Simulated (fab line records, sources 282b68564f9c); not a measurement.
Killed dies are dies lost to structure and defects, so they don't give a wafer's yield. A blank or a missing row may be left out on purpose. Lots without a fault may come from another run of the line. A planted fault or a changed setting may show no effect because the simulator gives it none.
Which tool did it? | flow rit_cmos | 13 lots, 39 wafers sampled, at 2 steps of a route of 202

WHAT THE GAUGES READ, wafer by wafer
The record holds no reading of a measuring or inspecting step that can be judged against a usual standard deviation.

WHICH TOOL RAN EACH LOT (tool, then ch and the chambers of the sampled wafers, then the start)
lot  | RIT_SPACER_ETCHBACK_05            | RIT_M1_PROBE_99
L664 | rie_diel-01 ch 0,1,2, day 3 03:37 | prober-02, day 3 16:11
L667 | rie_diel-03 ch 1,2,3, day 3 20:04 | -
L668 | rie_diel-01 ch 0,1,2, day 4 03:10 | -
L670 | rie_diel-03 ch 0,1,3, day 4 06:22 | prober-01, day 4 17:41
L671 | rie_diel-04 ch 2,3, day 4 09:52   | -
L672 | rie_diel-01 ch 0,1,3, day 4 14:24 | prober-01, day 5 01:45
L674 | rie_diel-01 ch 0,1,3, day 5 03:53 | -
L675 | rie_diel-03 ch 0,1, day 5 06:34   | -
L676 | rie_diel-04 ch 0,1,3, day 5 10:52 | prober-01, day 5 22:13
L677 | rie_diel-01 ch 0,3, day 5 14:35   | prober-02, day 6 01:43
L685 | rie_diel-01 ch 0,1,2, day 7 09:09 | -
L686 | rie_diel-03 ch 0,1,3, day 7 13:47 | -
L687 | rie_diel-03 ch 0,3, day 7 17:23   | prober-02, day 8 04:20
- RIT_SPACER_ETCHBACK_05: etches Si3N4 in SF6/CHF3, stops on SiO2, target depth 250 nm, time 240 s.
- RIT_M1_PROBE_99

WHAT THE TOOLS THEMSELVES READ (means of the sampled wafers that have a number; where no wafer has one, the mark that the record gives instead)
RIT_SPACER_ETCHBACK_05. Usual: drypump_motor_current_A 5.5 A, standard deviation 0.38; oes_product_au 0.842 a.u., standard deviation 0.013; rf_fwd_power_W 249.2 W, standard deviation 0.85; run_length_s 268.4 s, standard deviation 0.53; throttle_valve_pct 10.25 %, standard deviation 0.13.
lot  | tool        | drypump_motor_current_A (A) | oes_product_au (a.u.) | rf_fwd_power_W (W) | run_length_s (s) | throttle_valve_pct (%) | flag
L664 | rie_diel-01 | 5.4                         | 0.852                 | 249.8              | 268.3            | 10.19                  |
L667 | rie_diel-03 | 5.7                         | 0.853                 | 248.9              | 268.3            | 10.35                  |
L668 | rie_diel-01 | 5.4                         | 0.853                 | 249.5              | 268.4            | 10.19                  |
L670 | rie_diel-03 | 5.9                         | 0.842                 | 248.9              | 268.1            | 10.39                  |
L671 | rie_diel-04 | 5.4                         | 0.847                 | 249.5              | 269.1            | 10.13                  |
L672 | rie_diel-01 | 5.2                         | 0.847                 | 249.4              | 268.5            | 10.12                  |
L674 | rie_diel-01 | 5.3                         | 0.842                 | 249.6              | 268.4            | 10.12                  |
L675 | rie_diel-03 | 5.9                         | 0.837                 | 249.4              | 267.7            | 10.41                  |
L676 | rie_diel-04 | 5.2                         | 0.835                 | 248.9              | 268.7            | 10.21                  |
L677 | rie_diel-01 | 5.4                         | 0.845                 | 248.7              | 268.9            | 10.16                  |
L685 | rie_diel-01 | 5.4                         | 0.823                 | 249.6              | 282.3            | 10.17                  | OFF
L686 | rie_diel-03 | 5.9                         | 0.839                 | 249.1              | 267.7            | 10.38                  |
L687 | rie_diel-03 | 6.0                         | 0.826                 | 249.9              | 267.5            | 10.36                  |

RIT_M1_PROBE_99. Usual: killed_at_M0_to_M3 0.0, standard deviation 0.2; killed_at_contacts 0.2, standard deviation 0.38; killed_at_front_end 6.7, standard deviation 3; killed_dies 6.9, standard deviation 3; killed_on_rim 1.8, standard deviation 1.4; killed_open 3.5, standard deviation 1.9; killed_short 3.3, standard deviation 2.
lot  | tool      | killed_at_M0_to_M3 | killed_at_contacts | killed_at_front_end | killed_dies | killed_on_rim | killed_open | killed_short | flag
L664 | prober-02 | 0.0                | 0.0                | 10.0                | 10.0        | 2.0           | 4.3         | 5.7          |
L670 | prober-01 | 0.0                | 0.0                | 3.0                 | 3.0         | 1.0           | 2.3         | 0.7          |
L672 | prober-01 | 0.0                | 0.7                | 4.7                 | 5.3         | 1.0           | 2.0         | 2.7          |
L676 | prober-01 | 0.0                | 0.0                | 8.3                 | 8.3         | 2.3           | 4.3         | 4.0          |
L677 | prober-02 | 0.0                | 0.7                | 7.0                 | 7.7         | 2.3           | 3.7         | 4.0          |
L687 | prober-02 | 0.0                | 0.0                | 10.7                | 10.7        | 4.3           | 5.3         | 5.3          |

THE ANSWER, worked out from the rows above alone
Rule: a lot is off if the mean of its wafers that have a number lies more than 3 standard deviations from the usual mean. A lot without any number at a reading at which 4 lots or more have one is off too. The other lots that the step has rows for count as sound. The gauges are gone through in route order, then the tools' own readings, and for those a lot's mean is taken as printed above. The first step at which some lot is off is used, and at that step the reading that is off furthest; a lot without a number counts as furthest.
Off: L685, at RIT_SPACER_ETCHBACK_05 (run_length_s).
A tool fits if, at that step or a process step before it, it ran every lot that is off, and no sound lot after the first of them. One fits: rie_diel-01 at RIT_SPACER_ETCHBACK_05. Its last sound lot is L677 (day 5 14:35), its first lot that is off L685 (day 7 09:09): a fault that began between those two fits.
The tool's own readings at RIT_SPACER_ETCHBACK_05 bear it out: on the lots that are off they differ by more than 5 times the standard deviation of the sound lots' means. run_length_s reads 282.3 s there against 268.3 s on the sound lots.

WHAT THE SIMULATOR HAD PUT IN
Process parameter drift: rie_diel-01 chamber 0, from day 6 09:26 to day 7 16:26, at RIT_SPACER_ETCHBACK_05. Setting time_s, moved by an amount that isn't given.
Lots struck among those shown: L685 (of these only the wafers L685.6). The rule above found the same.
